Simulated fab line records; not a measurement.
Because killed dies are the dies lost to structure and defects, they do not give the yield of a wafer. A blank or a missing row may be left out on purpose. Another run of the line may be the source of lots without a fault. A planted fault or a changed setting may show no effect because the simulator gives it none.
fab line records	flow ritCmos
record: lots: 5	wafers: 15	lastDay: 7
route steps=202 shown NSD@138 PSD@142 SDANNEAL@153 M1@202
lots with no fault: from the same line, run without faults
startH: the number of hours between the record's first day and the start of the first shown wafer of the lot	waitH: how many hours have passed since the lot's step before this one	" unchanged from the row above	L1.1+2: a single row standing in for several wafers	- no value, or no start given	* or withheld: withheld	< > ~ a bound
route shown NAME@n: names a module that has steps shown in the file, with the first one's number in the route	usual: mean and standard deviation over wafers with no fault	same: alike in all rows	chamber/n: place in a boat	sites: readings site by site	_std_site: their standard deviation	_edge_site: inner sites' mean taken away from outer sites' mean	radiusMm: for every site, how far away it sits from the centre of the wafer	mask NAME#n: copy n	behind: the tool/chamber that last shaped the wafer	hold: reason for holding the lot/hours on hold/outcome of the hold	device: the n, p or np transistor that did not switch	end of line: the tests these same wafers got at the end of their route	a step given without rows: its recipe and nothing more	killed: count of dies lost to structure and defects at first sort (not the wafer's yield)	map: per-die view of a wafer (x killed, . not killed, _ where there is no die)
set.NAME: setting as actually run; set.NAME@STEP: the setting as run at that earlier step	model.NAME: the simulator's own value behind a step, which no gauge read
a table for each step, a row for each wafer; lots at some steps of the route
services: a tool's chamber out of use, with start hour (startH, from the record's first day; less than 0 if before it), hours out, and reason
== steps ==
step: RIT_NSD_HARDBAKE_07
recipe: resist: NOVOLAK	tempC: 140	timeS: 60
step: RIT_NSD_IMPLANT_08
recipe: species: P	energyKev: 25.33	doseCm2: 1e+15	tiltDeg: 7
step: RIT_NSD_STRIP_09
recipe: chemistry: O2	timeS: 180	resist: NOVOLAK	platenTempC: withheld	powerW: 500	pressureMtorr: 4000	o2FlowSccm: 4000
usual: drypumpMotorCurrentA: 5.3/0.42
lot.wafer	tool	chamber	startH	waitH	drypumpMotorCurrentA	rfHoursCounterH
L574.1	plasmaAsher-01	1	70.99	0.2	4.9	41
L574.4	"	1	"	"	4.9	-
L574.6	"	0	"	"	5.0	-
L575.3	plasmaAsher-01	1	74.30	0.1	4.9	-
L575.4	"	0	"	"	5.0	-
L575.6	"	0	"	"	5.0	-
L577.1	plasmaAsher-04	1	80.95	0.1	5.3	43
L577.2	"	0	"	"	5.9	43
L577.6	"	0	"	"	5.9	-
L593.2	plasmaAsher-03	0	165.80	0.1	5.8	34
L593.5	"	0	"	"	5.9	-
L593.6	"	1	"	"	5.6	-
L594.3	plasmaAsher-04	0	168.77	0.1	5.9	-
L594.4	"	1	"	"	5.3	-
L594.6	"	0	"	"	5.9	-
step: RIT_NSD_TW_MEAS_10
usual: NSD_TW: 3144/22
lot.wafer	tool	chamber	startH	waitH	NSD_TW
L574.1	filmMetro-03	-	71.16	0.1	3175
L574.4	"	-	"	"	3184
L574.6	"	-	"	"	3148
L575.3	filmMetro-02	-	74.44	0.1	3164
L575.4	"	-	"	"	3159
L575.6	"	-	"	"	3163
L577.1	filmMetro-02	-	81.13	0.1	3167
L577.2	"	-	"	"	3163
L577.6	"	-	"	"	3151
L593.2	filmMetro-02	-	165.99	0.1	3154
L593.5	"	-	"	"	3159
L593.6	"	-	"	"	3162
L594.3	filmMetro-03	-	168.91	0.1	3162
L594.4	"	-	"	"	3151
L594.6	"	-	"	"	3124
step: RIT_PSD_HMDS_00
recipe: primeTimeS: 60	primeTempC: 140
step: RIT_PSD_COAT_01
recipe: resist: NOVOLAK	spinRpm: 3250	resistThkNm: 1000
step: RIT_PSD_SOFTBAKE_02
recipe: resist: NOVOLAK	tempC: 90	timeS: 60
step: RIT_PSD_EXPOSE_03
recipe: maskId: M10	na: 0.57	targetCdNm: 40900	doseMj: 250
step: RIT_PSD_PEB_04
recipe: resist: NOVOLAK	tempC: withheld	timeS: withheld
step: RIT_PSD_DEVELOP_05
recipe: resist: NOVOLAK	developTimeS: 50	devTempC: 23
step: RIT_PSD_OVL_MEAS_06
usual: PSD_OVL: 0.6/1.2
lot.wafer	tool	chamber	startH	waitH	PSD_OVL[nm]
L574.1	overlay-01	-	72.07	-	-0.9
L574.4	"	-	"	"	1.2
L574.6	"	-	"	"	0.6
L575.3	overlay-01	-	75.48	-	-0.5
L575.4	"	-	"	"	0.8
L575.6	"	-	"	"	-0.1
L577.1	overlay-02	-	82.04	-	0.1
L577.2	"	-	"	"	-2.6
L577.6	"	-	"	"	-0.7
L593.2	overlay-01	-	167.02	-	0.9
L593.5	"	-	"	"	0.8
L593.6	"	-	"	"	1.3
L594.3	overlay-02	-	169.81	-	0.8
L594.4	"	-	"	"	1.3
L594.6	"	-	"	"	-1.4
step: RIT_PSD_HARDBAKE_07
recipe: resist: NOVOLAK	tempC: 140	timeS: 60
step: RIT_PSD_IMPLANT_08
recipe: species: BF2	energyKev: 27	doseCm2: 5e+15	tiltDeg: 7
lot.wafer	tool	chamber	startH	waitH
L574.1+4+6	implanter-01	0	72.29	0.1
L575.3+4+6	implanter-02	0	75.70	0.1
L577.1+2+6	implanter-02	0	82.23	0.1
L593.2+5+6	implanter-01	0	167.42	0.1
L594.3+4+6	implanter-01	0	170.04	0.1
step: RIT_PSD_STRIP_09
recipe: chemistry: O2	timeS: 180	resist: NOVOLAK	platenTempC: withheld	powerW: 500	pressureMtorr: 4000	o2FlowSccm: 4000
usual: drypumpMotorCurrentA: 5.4/0.34
lot.wafer	tool	chamber	startH	waitH	drypumpMotorCurrentA	rfHoursCounterH
L574.1	plasmaAsher-04	1	72.44	0.1	5.3	42
L574.4	"	0	"	"	5.9	-
L574.6	"	1	"	"	5.3	-
L575.3	plasmaAsher-04	0	75.86	0.1	5.9	-
L575.4	"	1	"	"	5.3	-
L575.6	"	1	"	"	5.3	-
L577.1	plasmaAsher-01	0	82.38	0.1	5.0	43
L577.2	"	1	"	"	4.9	43
L577.6	"	1	"	"	4.9	-
L593.2	plasmaAsher-02	1	167.54	0.1	5.4	57
L593.5	"	1	"	"	5.3	-
L593.6	"	0	"	"	5.3	-
L594.3	plasmaAsher-04	0	170.19	0.1	5.9	-
L594.4	"	1	"	"	5.3	-
L594.6	"	0	"	"	5.9	-
step: RIT_PSD_TW_MEAS_10
usual: PSD_TW: 3443/21
lot.wafer	tool	chamber	startH	waitH	PSD_TW
L574.1	filmMetro-02	-	72.61	0.1	3475
L574.4	"	-	"	"	3457
L574.6	"	-	"	"	3458
L575.3	filmMetro-02	-	76.00	0.1	3471
L575.4	"	-	"	"	3452
L575.6	"	-	"	"	3477
L577.1	filmMetro-03	-	82.55	0.1	3388
L577.2	"	-	"	"	3388
L577.6	"	-	"	"	3392
L593.2	filmMetro-02	-	167.73	0.1	3454
L593.5	"	-	"	"	3470
L593.6	"	-	"	"	3448
L594.3	filmMetro-02	-	170.33	0.1	3461
L594.4	"	-	"	"	3467
L594.6	"	-	"	"	3469
step: RIT_SDANNEAL_CLEAN_00
recipe: chemistry: SC1	mix: 3:3:50	timeS: 600	tempC: 75
step: RIT_SDANNEAL_CLEAN_01
recipe: chemistry: dHF	dilution: 50:1	timeS: 30
step: RIT_SDANNEAL_CLEAN_02
recipe: chemistry: SC2	mix: 3:3:50	timeS: 600	tempC: 75	dry: n2Spin
step: RIT_SDANNEAL_RTA_03
recipe: tempC: 1050	timeS: 5	idleTempC: 600	rampUpCPerS: 342	rampDownCPerS: 171	coolToC: 600	ambient: N2
usual: chamberO2Ppm: 2.001/0.022	rampDownCPerS: 171.00/0.03	wafer_temp_C_max: 1053.4/1.2
lot.wafer	tool	chamber	startH	waitH	chamberO2Ppm	rampDownCPerS	wafer_temp_C_max
L574.1	rtpAnneal-01	0	73.04	0.0	2.014	171.03	1051.2
L574.4	"	0	"	"	2.005	171.00	1052.6
L574.6	"	0	"	"	2.018	170.98	1053.2
L575.3	rtpAnneal-02	0	76.46	0.0	2.000	170.99	1052.5
L575.4	"	0	"	"	1.999	170.99	1053.8
L575.6	"	0	"	"	1.966	171.01	1053.8
L577.1	rtpAnneal-01	0	83.15	0.0	2.021	171.00	1050.5
L577.2	"	0	"	"	1.992	171.00	1053.3
L577.6	"	0	"	"	1.993	170.96	1056.0
L593.2	rtpAnneal-02	0	168.17	0.0	1.979	170.99	1054.0
L593.5	"	0	"	"	2.002	170.99	1052.4
L593.6	"	0	"	"	1.994	170.95	1053.8
L594.3	rtpAnneal-01	0	170.79	0.0	2.018	171.00	1053.2
L594.4	"	0	"	"	2.006	171.00	1053.7
L594.6	"	0	"	"	2.027	170.99	1051.7
step: RIT_SDANNEAL_RS_MEAS_04
recipe: thkMeasGauge: four-point-probe
usual: PSD_RS: 116.06/0.29
lot.wafer	tool	chamber	startH	waitH	PSD_RS[ohm/sq]
L574.1	filmMetro-02	-	73.10	0.0	116.35
L574.4	"	-	"	"	116.47
L574.6	"	-	"	"	116.54
L575.3	filmMetro-03	-	76.54	0.1	115.71
L575.4	"	-	"	"	116.17
L575.6	"	-	"	"	116.02
L577.1	filmMetro-02	-	83.21	0.0	117.73
L577.2	"	-	"	"	118.10
L577.6	"	-	"	"	117.49
L593.2	filmMetro-02	-	168.24	0.1	116.15
L593.5	"	-	"	"	116.28
L593.6	"	-	"	"	116.71
L594.3	filmMetro-02	-	170.87	0.1	115.83
L594.4	"	-	"	"	115.95
L594.6	"	-	"	"	115.80
step: RIT_SDANNEAL_RS_MEAS_05
recipe: thkMeasGauge: four-point-probe
usual: NSD_RS: 84.43/0.28
lot.wafer	tool	chamber	startH	waitH	NSD_RS[ohm/sq]
L574.1	filmMetro-02	-	73.22	0.1	84.18
L574.4	"	-	"	"	84.30
L574.6	"	-	"	"	84.51
L575.3	filmMetro-03	-	76.66	0.1	84.00
L575.4	"	-	"	"	84.30
L575.6	"	-	"	"	84.09
L577.1	filmMetro-02	-	83.33	0.1	84.51
L577.2	"	-	"	"	84.30
L577.6	"	-	"	"	84.55
L593.2	filmMetro-02	-	168.36	0.1	84.57
L593.5	"	-	"	"	84.36
L593.6	"	-	"	"	84.47
L594.3	filmMetro-02	-	170.99	0.1	84.55
L594.4	"	-	"	"	84.55
L594.6	"	-	"	"	84.66
step: RIT_M1_PROBE_99
usual: killedAtContacts: 0.1/0.25	killedAtFrontEnd: 7/3.2	killedDies: 7/3.2	killedOpen: 3.5/2.2	killedShort: 3.6/2.1
same: grossDies: 264	killed_at_M0_to_M3: 0	killed_at_M4_up: 0	killedAtBackSide: 0	killedAtOther: 0
lot.wafer	tool	chamber	startH	waitH	killedAtContacts	killedAtFrontEnd	killedDies	killedOpen	killedShort
L574.1	prober-01	-	80.46	0.1	0	13	13	10	3
L574.4	prober-01	-	80.61	0.2	0	6	6	2	4
L574.6	prober-01	-	80.71	0.2	1	8	9	5	4
L577.1	prober-02	-	90.76	0.1	0	16	16	8	8
L577.2	prober-02	-	90.81	0.1	0	8	8	4	4
L577.6	prober-02	-	91.01	0.2	0	1	1	0	1
L594.3	prober-01	-	178.46	0.2	0	4	4	0	4
L594.4	prober-01	-	178.51	0.2	0	5	5	3	2
L594.6	prober-01	-	178.61	0.2	0	11	11	2	9
killed by level:class
L574.1 FOX1:geometricParticle:open=3 FOX1:geometricParticle:short=2 GATE:geometricParticle:open=2 ACTIVE:geometricParticle:open=1 FOX2:geometricParticle:open=1 GATE:geometricParticle:short=1 REOX:geometricParticle:open=1 SPACER:geometricParticle:open=1
L574.4 GATE:geometricParticle:short=3 FOX1:geometricParticle:open=2 ACTIVE:geometricParticle:short=1
L574.6 GATE:geometricParticle:open=5 GATE:geometricParticle:short=2 ACTIVE:geometricParticle:short=1 CONTACT:geometricParticle:short=1
L577.1 FOX2:geometricParticle:short=3 REOX:geometricParticle:open=3 FOX1:geometricParticle:open=2 FOX1:geometricParticle:short=2 GATE:geometricParticle:open=2 REOX:geometricParticle:short=2 FOX2:geometricParticle:open=1 GATE:geometricParticle:short=1
L577.2 GATE:geometricParticle:open=2 GATE:geometricParticle:short=2 SPACER:geometricParticle:short=2 SILICIDE:geometricParticle:open=2
L577.6 GATE:geometricParticle:short=1
L594.3 FOX1:geometricParticle:short=2 GATE:geometricParticle:short=2
L594.4 FOX1:geometricParticle:open=3 FOX1:geometricParticle:short=1 GATE:geometricParticle:short=1
L594.6 SPACER:geometricParticle:short=3 FOX1:geometricParticle:short=2 GATE:geometricParticle:open=2 SILICIDE:geometricParticle:short=2 FOX2:geometricParticle:short=1 GATE:geometricParticle:short=1
== services ==
tool	chamber	startH	hours	kind
plasmaAsher-04	-	51.11	3.1	repair
implanter-01	-	66.67	3.3	pm
plasmaAsher-03	-	69.14	3.4	repair
plasmaAsher-04	-	77.09	1.1	repair
rtpAnneal-02	-	80.50	6.7	pm
implanter-01	-	92.11	1.5	repair
implanter-01	-	98.33	10.6	repair
plasmaAsher-04	-	108.75	9.0	pm
plasmaAsher-04	0	108.75	9.0	ventCycle
plasmaAsher-04	1	108.75	9.0	ventCycle
plasmaAsher-04	0	117.75	-	clean
plasmaAsher-04	1	117.75	-	clean
plasmaAsher-03	-	121.61	15.6	pm
implanter-01	-	124.51	4.6	pm
plasmaAsher-04	-	131.12	4.3	pm
plasmaAsher-03	-	146.76	0.7	repair
implanter-02	-	155.14	5.4	pm
plasmaAsher-01	-	160.90	2.8	pm
implanter-02	-	165.41	6.8	repair
== key ==
firstSign: step: RIT_PSD_TW_MEAS_10	reading: PSD_TW	direction: down	sigmas: 2.6	usual: 3443	struck: 3389
effect: step: RIT_SDANNEAL_RS_MEAS_04	reading: PSD_RS	direction: up	sigmas: 5.9	usual: 116.06	struck: 117.77
metAt RIT_PSD_IMPLANT_08
struckWafers L577.1,L577.2,L577.6
testerLeftOut L577
onsetBetween 75.70 82.23
alsoFits RIT_PSD_STRIP_09:plasmaAsher-01
fault: kind: processParameterDrift	tool: implanter-02	chamber: -	onsetH: 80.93	steps: RIT_PSD_IMPLANT_08	channel: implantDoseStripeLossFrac	offset: 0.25	shape: step	endH: 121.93
testerLeftOut: of these lots the tester's yield and bins aren't shown, on N5 and GAA mostly nor the transistor test; their killed dies are dies lost to structure and defects alone, not to doping, threshold or leakage, so they don't give the yield
